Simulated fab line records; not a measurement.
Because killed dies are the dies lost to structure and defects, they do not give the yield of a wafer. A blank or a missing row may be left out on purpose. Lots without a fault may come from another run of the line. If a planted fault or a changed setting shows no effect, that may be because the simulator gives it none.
fab line records || flow berkeleyCmos170
[record] {"lots": 14, "wafers": 42, "lastDay": 12}
route steps=331 shown PVT@122
lots that met no fault: from a run of the same line without faults
startH: hours from the record's opening day to when the first of the lot's shown wafers began || waitH: hours from the lot's prior step to this one || " unchanged from the row above || L1.1+2: several wafers, shown together as one row || - no value, or no start was given || * or withheld: withheld || < > ~ a bound
route shown NAME@n: names a module that has steps shown in the file, with the first one's number in the route || usual: the fault-free wafers' mean and standard deviation || same: alike in all rows || chamber/n: place in a boat || sites: each site's reading || _std_site: the values' standard deviation || _edge_site: inner sites' mean taken away from outer sites' mean || radiusMm: how far each site lies from the wafer's centre || mask NAME#n: copy n || behind: tool/chamber where the wafer was last shaped || hold: reason for holding the lot/hours on hold/outcome of the hold || device: which transistor (n, p or np) failed to switch || end of line: the tests these same wafers got at the end of their route || a step with no rows: only its recipe || killed: at the first sort, the dies lost to defects and structure; wafer yield is something else || map: a wafer's dies, x killed, . not, _ none there
set.NAME: the setting the step ran with; set.NAME@STEP: the setting that earlier step ran with || model.NAME: the simulator's own value behind a step, which no gauge read
the route's steps for a sample of lots (tables are steps, rows are wafers)
services: when a tool's chamber went out of use (startH, in hours from the record's first day, below 0 if earlier), for how many hours, and the reason
[[steps]]
[step UCB170_PVT_IMPLANT_07]
[recipe] {"species": "P", "doseCm2": 2e+12, "energyKev": 30, "tiltDeg": 7}
[usual] {"beamEnergyKeV": "30.000/0.0092"}
{"lot.wafer": "L142.1", "tool": "implanter-02", "chamber": 0, "startH": 139.14, "waitH": 0.0, "beamEnergyKeV": 29.993}
{"lot.wafer": "L142.4", "tool": "implanter-02", "chamber": 0, "startH": 139.14, "waitH": 0.0, "beamEnergyKeV": 30.002}
{"lot.wafer": "L142.5", "tool": "implanter-02", "chamber": 0, "startH": 139.14, "waitH": 0.0, "beamEnergyKeV": 30.011}
{"lot.wafer": "L141.1", "tool": "implanter-04", "chamber": 0, "startH": 139.62, "waitH": 0.0, "beamEnergyKeV": 30.005}
{"lot.wafer": "L141.5", "tool": "implanter-04", "chamber": 0, "startH": 139.62, "waitH": 0.0, "beamEnergyKeV": 29.999}
{"lot.wafer": "L141.6", "tool": "implanter-04", "chamber": 0, "startH": 139.62, "waitH": 0.0, "beamEnergyKeV": 30.006}
{"lot.wafer": "L144.1", "tool": "implanter-03", "chamber": 0, "startH": 148.96, "waitH": 0.0, "beamEnergyKeV": 29.981}
{"lot.wafer": "L144.2", "tool": "implanter-03", "chamber": 0, "startH": 148.96, "waitH": 0.0, "beamEnergyKeV": 29.990}
{"lot.wafer": "L144.3", "tool": "implanter-03", "chamber": 0, "startH": 148.96, "waitH": 0.0, "beamEnergyKeV": 29.994}
{"lot.wafer": "L145.1", "tool": "implanter-04", "chamber": 0, "startH": 149.13, "waitH": 0.0, "beamEnergyKeV": 30.010}
{"lot.wafer": "L145.4", "tool": "implanter-04", "chamber": 0, "startH": 149.13, "waitH": 0.0, "beamEnergyKeV": 30.010}
{"lot.wafer": "L145.6", "tool": "implanter-04", "chamber": 0, "startH": 149.13, "waitH": 0.0, "beamEnergyKeV": 30.010}
{"lot.wafer": "L143.1", "tool": "implanter-02", "chamber": 0, "startH": 149.58, "waitH": 0.0, "beamEnergyKeV": 30.015}
{"lot.wafer": "L143.4", "tool": "implanter-02", "chamber": 0, "startH": 149.58, "waitH": 0.0, "beamEnergyKeV": 29.991}
{"lot.wafer": "L143.6", "tool": "implanter-02", "chamber": 0, "startH": 149.58, "waitH": 0.0, "beamEnergyKeV": 30.006}
{"lot.wafer": "L148.1", "tool": "implanter-02", "chamber": 0, "startH": 166.75, "waitH": 0.0, "beamEnergyKeV": 30.015}
{"lot.wafer": "L148.3", "tool": "implanter-02", "chamber": 0, "startH": 166.75, "waitH": 0.0, "beamEnergyKeV": 30.005}
{"lot.wafer": "L148.4", "tool": "implanter-02", "chamber": 0, "startH": 166.75, "waitH": 0.0, "beamEnergyKeV": 30.009}
{"lot.wafer": "L152.2", "tool": "implanter-02", "chamber": 0, "startH": 174.26, "waitH": 0.1, "beamEnergyKeV": 29.986}
{"lot.wafer": "L152.5", "tool": "implanter-02", "chamber": 0, "startH": 174.26, "waitH": 0.1, "beamEnergyKeV": 30.001}
{"lot.wafer": "L152.6", "tool": "implanter-02", "chamber": 0, "startH": 174.26, "waitH": 0.1, "beamEnergyKeV": 29.976}
{"lot.wafer": "L149.1", "tool": "implanter-04", "chamber": 0, "startH": 174.39, "waitH": 0.0, "beamEnergyKeV": 29.995}
{"lot.wafer": "L149.2", "tool": "implanter-04", "chamber": 0, "startH": 174.39, "waitH": 0.0, "beamEnergyKeV": 29.987}
{"lot.wafer": "L149.5", "tool": "implanter-04", "chamber": 0, "startH": 174.39, "waitH": 0.0, "beamEnergyKeV": 29.999}
{"lot.wafer": "L151.2", "tool": "implanter-03", "chamber": 0, "startH": 174.59, "waitH": 0.0, "beamEnergyKeV": 29.990}
{"lot.wafer": "L151.3", "tool": "implanter-03", "chamber": 0, "startH": 174.59, "waitH": 0.0, "beamEnergyKeV": 29.987}
{"lot.wafer": "L151.4", "tool": "implanter-03", "chamber": 0, "startH": 174.59, "waitH": 0.0, "beamEnergyKeV": 29.993}
{"lot.wafer": "L150.2", "tool": "implanter-02", "chamber": 0, "startH": 174.69, "waitH": 0.0, "beamEnergyKeV": 30.012}
{"lot.wafer": "L150.3", "tool": "implanter-02", "chamber": 0, "startH": 174.69, "waitH": 0.0, "beamEnergyKeV": 30.006}
{"lot.wafer": "L150.5", "tool": "implanter-02", "chamber": 0, "startH": 174.69, "waitH": 0.0, "beamEnergyKeV": 29.998}
{"lot.wafer": "L153.3", "tool": "implanter-03", "chamber": 0, "startH": 191.10, "waitH": 0.1, "beamEnergyKeV": 30.002}
{"lot.wafer": "L153.4", "tool": "implanter-03", "chamber": 0, "startH": 191.10, "waitH": 0.1, "beamEnergyKeV": 30.006}
{"lot.wafer": "L153.5", "tool": "implanter-03", "chamber": 0, "startH": 191.10, "waitH": 0.1, "beamEnergyKeV": 29.990}
{"lot.wafer": "L157.2", "tool": "implanter-02", "chamber": 0, "startH": 206.10, "waitH": 0.0, "beamEnergyKeV": 38.981}
{"lot.wafer": "L157.4", "tool": "implanter-02", "chamber": 0, "startH": 206.10, "waitH": 0.0, "beamEnergyKeV": 39.003}
{"lot.wafer": "L157.5", "tool": "implanter-02", "chamber": 0, "startH": 206.10, "waitH": 0.0, "beamEnergyKeV": 39.002}
{"lot.wafer": "L156.3", "tool": "implanter-02", "chamber": 0, "startH": 206.85, "waitH": 0.1, "beamEnergyKeV": 39.006}
{"lot.wafer": "L156.4", "tool": "implanter-02", "chamber": 0, "startH": 206.85, "waitH": 0.1, "beamEnergyKeV": 39.006}
{"lot.wafer": "L156.5", "tool": "implanter-02", "chamber": 0, "startH": 206.85, "waitH": 0.1, "beamEnergyKeV": 39.005}
{"lot.wafer": "L162.1", "tool": "implanter-03", "chamber": 0, "startH": 241.15, "waitH": 0.0, "beamEnergyKeV": 29.999}
{"lot.wafer": "L162.2", "tool": "implanter-03", "chamber": 0, "startH": 241.15, "waitH": 0.0, "beamEnergyKeV": 29.996}
{"lot.wafer": "L162.3", "tool": "implanter-03", "chamber": 0, "startH": 241.15, "waitH": 0.0, "beamEnergyKeV": 29.997}
[step UCB170_PVT_TW_MEAS_09]
[usual] {"PVT_TW": "505/4.4"}
{"lot.wafer": "L142.1", "tool": "filmMetro-04", "chamber": "-", "startH": 139.39, "waitH": 0.1, "PVT_TW": 508}
{"lot.wafer": "L142.4", "tool": "filmMetro-04", "chamber": "-", "startH": 139.39, "waitH": 0.1, "PVT_TW": 510}
{"lot.wafer": "L142.5", "tool": "filmMetro-04", "chamber": "-", "startH": 139.39, "waitH": 0.1, "PVT_TW": 509}
{"lot.wafer": "L141.1", "tool": "filmMetro-04", "chamber": "-", "startH": 139.87, "waitH": 0.1, "PVT_TW": 508}
{"lot.wafer": "L141.5", "tool": "filmMetro-04", "chamber": "-", "startH": 139.87, "waitH": 0.1, "PVT_TW": 510}
{"lot.wafer": "L141.6", "tool": "filmMetro-04", "chamber": "-", "startH": 139.87, "waitH": 0.1, "PVT_TW": 510}
{"lot.wafer": "L144.1", "tool": "filmMetro-03", "chamber": "-", "startH": 149.21, "waitH": 0.1, "PVT_TW": 500}
{"lot.wafer": "L144.2", "tool": "filmMetro-03", "chamber": "-", "startH": 149.21, "waitH": 0.1, "PVT_TW": 500}
{"lot.wafer": "L144.3", "tool": "filmMetro-03", "chamber": "-", "startH": 149.21, "waitH": 0.1, "PVT_TW": 498}
{"lot.wafer": "L145.1", "tool": "filmMetro-04", "chamber": "-", "startH": 149.38, "waitH": 0.1, "PVT_TW": 511}
{"lot.wafer": "L145.4", "tool": "filmMetro-04", "chamber": "-", "startH": 149.38, "waitH": 0.1, "PVT_TW": 507}
{"lot.wafer": "L145.6", "tool": "filmMetro-04", "chamber": "-", "startH": 149.38, "waitH": 0.1, "PVT_TW": 512}
{"lot.wafer": "L143.1", "tool": "filmMetro-01", "chamber": "-", "startH": 149.83, "waitH": 0.1, "PVT_TW": 497}
{"lot.wafer": "L143.4", "tool": "filmMetro-01", "chamber": "-", "startH": 149.83, "waitH": 0.1, "PVT_TW": 503}
{"lot.wafer": "L143.6", "tool": "filmMetro-01", "chamber": "-", "startH": 149.83, "waitH": 0.1, "PVT_TW": 501}
{"lot.wafer": "L148.1", "tool": "filmMetro-01", "chamber": "-", "startH": 167.00, "waitH": 0.1, "PVT_TW": 499}
{"lot.wafer": "L148.3", "tool": "filmMetro-01", "chamber": "-", "startH": 167.00, "waitH": 0.1, "PVT_TW": 498}
{"lot.wafer": "L148.4", "tool": "filmMetro-01", "chamber": "-", "startH": 167.00, "waitH": 0.1, "PVT_TW": 500}
{"lot.wafer": "L152.2", "tool": "filmMetro-04", "chamber": "-", "startH": 174.62, "waitH": 0.1, "PVT_TW": 507}
{"lot.wafer": "L152.5", "tool": "filmMetro-04", "chamber": "-", "startH": 174.62, "waitH": 0.1, "PVT_TW": 510}
{"lot.wafer": "L152.6", "tool": "filmMetro-04", "chamber": "-", "startH": 174.62, "waitH": 0.1, "PVT_TW": 508}
{"lot.wafer": "L149.1", "tool": "filmMetro-03", "chamber": "-", "startH": 174.64, "waitH": 0.1, "PVT_TW": 501}
{"lot.wafer": "L149.2", "tool": "filmMetro-03", "chamber": "-", "startH": 174.64, "waitH": 0.1, "PVT_TW": 502}
{"lot.wafer": "L149.5", "tool": "filmMetro-03", "chamber": "-", "startH": 174.64, "waitH": 0.1, "PVT_TW": 500}
{"lot.wafer": "L151.2", "tool": "filmMetro-04", "chamber": "-", "startH": 174.82, "waitH": 0.1, "PVT_TW": 507}
{"lot.wafer": "L151.3", "tool": "filmMetro-04", "chamber": "-", "startH": 174.82, "waitH": 0.1, "PVT_TW": 511}
{"lot.wafer": "L151.4", "tool": "filmMetro-04", "chamber": "-", "startH": 174.82, "waitH": 0.1, "PVT_TW": 510}
{"lot.wafer": "L150.2", "tool": "filmMetro-04", "chamber": "-", "startH": 174.92, "waitH": 0.1, "PVT_TW": 509}
{"lot.wafer": "L150.3", "tool": "filmMetro-04", "chamber": "-", "startH": 174.92, "waitH": 0.1, "PVT_TW": 507}
{"lot.wafer": "L150.5", "tool": "filmMetro-04", "chamber": "-", "startH": 174.92, "waitH": 0.1, "PVT_TW": 505}
{"lot.wafer": "L153.3", "tool": "filmMetro-04", "chamber": "-", "startH": 191.32, "waitH": 0.1, "PVT_TW": 507}
{"lot.wafer": "L153.4", "tool": "filmMetro-04", "chamber": "-", "startH": 191.32, "waitH": 0.1, "PVT_TW": 506}
{"lot.wafer": "L153.5", "tool": "filmMetro-04", "chamber": "-", "startH": 191.32, "waitH": 0.1, "PVT_TW": 508}
{"lot.wafer": "L157.2", "tool": "filmMetro-04", "chamber": "-", "startH": 206.33, "waitH": 0.1, "PVT_TW": 545}
{"lot.wafer": "L157.4", "tool": "filmMetro-04", "chamber": "-", "startH": 206.33, "waitH": 0.1, "PVT_TW": 544}
{"lot.wafer": "L157.5", "tool": "filmMetro-04", "chamber": "-", "startH": 206.33, "waitH": 0.1, "PVT_TW": 544}
{"lot.wafer": "L156.3", "tool": "filmMetro-04", "chamber": "-", "startH": 207.09, "waitH": 0.1, "PVT_TW": 546}
{"lot.wafer": "L156.4", "tool": "filmMetro-04", "chamber": "-", "startH": 207.09, "waitH": 0.1, "PVT_TW": 546}
{"lot.wafer": "L156.5", "tool": "filmMetro-04", "chamber": "-", "startH": 207.09, "waitH": 0.1, "PVT_TW": 546}
{"lot.wafer": "L162.1", "tool": "filmMetro-01", "chamber": "-", "startH": 241.40, "waitH": 0.1, "PVT_TW": 502}
{"lot.wafer": "L162.2", "tool": "filmMetro-01", "chamber": "-", "startH": 241.40, "waitH": 0.1, "PVT_TW": 505}
{"lot.wafer": "L162.3", "tool": "filmMetro-01", "chamber": "-", "startH": 241.40, "waitH": 0.1, "PVT_TW": 500}
[[services]]
{"tool": "implanter-04", "chamber": "-", "startH": 127.64, "hours": 1.2, "kind": "repair"}
{"tool": "implanter-03", "chamber": "-", "startH": 150.17, "hours": 3.8, "kind": "repair"}
{"tool": "implanter-03", "chamber": "-", "startH": 157.78, "hours": 0.6, "kind": "repair"}
{"tool": "implanter-03", "chamber": "-", "startH": 178.28, "hours": 3.7, "kind": "repair"}
{"tool": "implanter-03", "chamber": "-", "startH": 199.92, "hours": 4.8, "kind": "repair"}
{"tool": "implanter-04", "chamber": "-", "startH": 200.96, "hours": 4.0, "kind": "repair"}
{"tool": "implanter-02", "chamber": "-", "startH": 207.46, "hours": 27.7, "kind": "pm"}
{"tool": "implanter-02", "chamber": "-", "startH": 235.18, "hours": 4.0, "kind": "pm"}
[[key]]
[firstSign] {"step": "UCB170_PVT_IMPLANT_07", "reading": "beamEnergyKeV", "direction": "up", "sigmas": "99+", "usual": 30.000, "struck": 39.001}
[effect] {"step": "UCB170_PVT_TW_MEAS_09", "reading": "PVT_TW", "direction": "up", "sigmas": 9, "usual": 505, "struck": 545}
metAt UCB170_PVT_IMPLANT_07
struckLots L156,L157
testerLeftOut L156,L157
onsetBetween 174.69 206.10
[fault] {"kind": "processParameterDrift", "tool": "implanter-02", "chamber": "-", "onsetH": 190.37, "steps": "UCB170_PVT_IMPLANT_07", "channel": "energyKev", "offset": 9, "shape": "step", "endH": 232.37, "actsIn": "theseRecipesOnly", "stated": 30}
// testerLeftOut: of these lots the tester's yield and bins aren't shown, on N5 and GAA mostly nor the transistor test; their killed dies are dies lost to structure and defects alone, not to doping, threshold or leakage, so they don't give the yield
